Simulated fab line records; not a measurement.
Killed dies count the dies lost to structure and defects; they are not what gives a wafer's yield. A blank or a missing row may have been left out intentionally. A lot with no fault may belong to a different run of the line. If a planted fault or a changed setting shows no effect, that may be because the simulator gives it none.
Which tool did it? + flow berkeleyCmos170 + 7 lots, 21 wafers sampled, at 1 step of a route of 331

WHAT THE GAUGES SHOWED, per wafer
UCB170_ACTIVE_CD_MEAS_13 targets a cd of 1200 nm.
| lot  | measured    | on       | cdNm (nm)            |
|------|-------------|----------|----------------------|
| L759 | day 4 19:43 | cdSem-01 | 1201.9 1201.4 1201.7 |
| L761 | day 5 10:59 | cdSem-01 | 1199.8 1198.3 1199.2 |
| L768 | day 6 15:16 | cdSem-01 | 1202.3 1200.7 1200.8 |
| L773 | day 7 17:12 | cdSem-01 | 1200.2 1200.4 1198.9 |
| L772 | day 7 17:44 | cdSem-01 | 1200.5 1199.6 1200.7 |
| L779 | day 9 07:42 | cdSem-02 | 1198.7 1199.5 1197.7 |
| L780 | day 9 14:56 | cdSem-02 | 1199.0 1199.4 1198.9 |

WHAT TOOL EACH LOT RAN ON (gives the tool, then ch and the chambers of the sampled wafers, and finally the start)
The record holds no process step before these readings.

THE ANSWER, worked out from the rows above alone
Rule: the usual values come from the lots themselves. The widest of any qualifying gaps counts: lots, ordered by their means at a reading, are off when they make up no more than a third of the lots, leave a main group of 4 or more, and stand apart from it by 3 or more times the standard deviation of that group's means. A main group is skipped when, at the precision printed for the reading in the tables above, its means are all equal. Also off: a lot with no number at a reading for which 4 or more lots have one. Any other lot the step has rows for is counted as sound.
No lot is off on any of the readings shown, so nothing can be concluded from this.

WHAT THE SIMULATOR HAD PUT IN
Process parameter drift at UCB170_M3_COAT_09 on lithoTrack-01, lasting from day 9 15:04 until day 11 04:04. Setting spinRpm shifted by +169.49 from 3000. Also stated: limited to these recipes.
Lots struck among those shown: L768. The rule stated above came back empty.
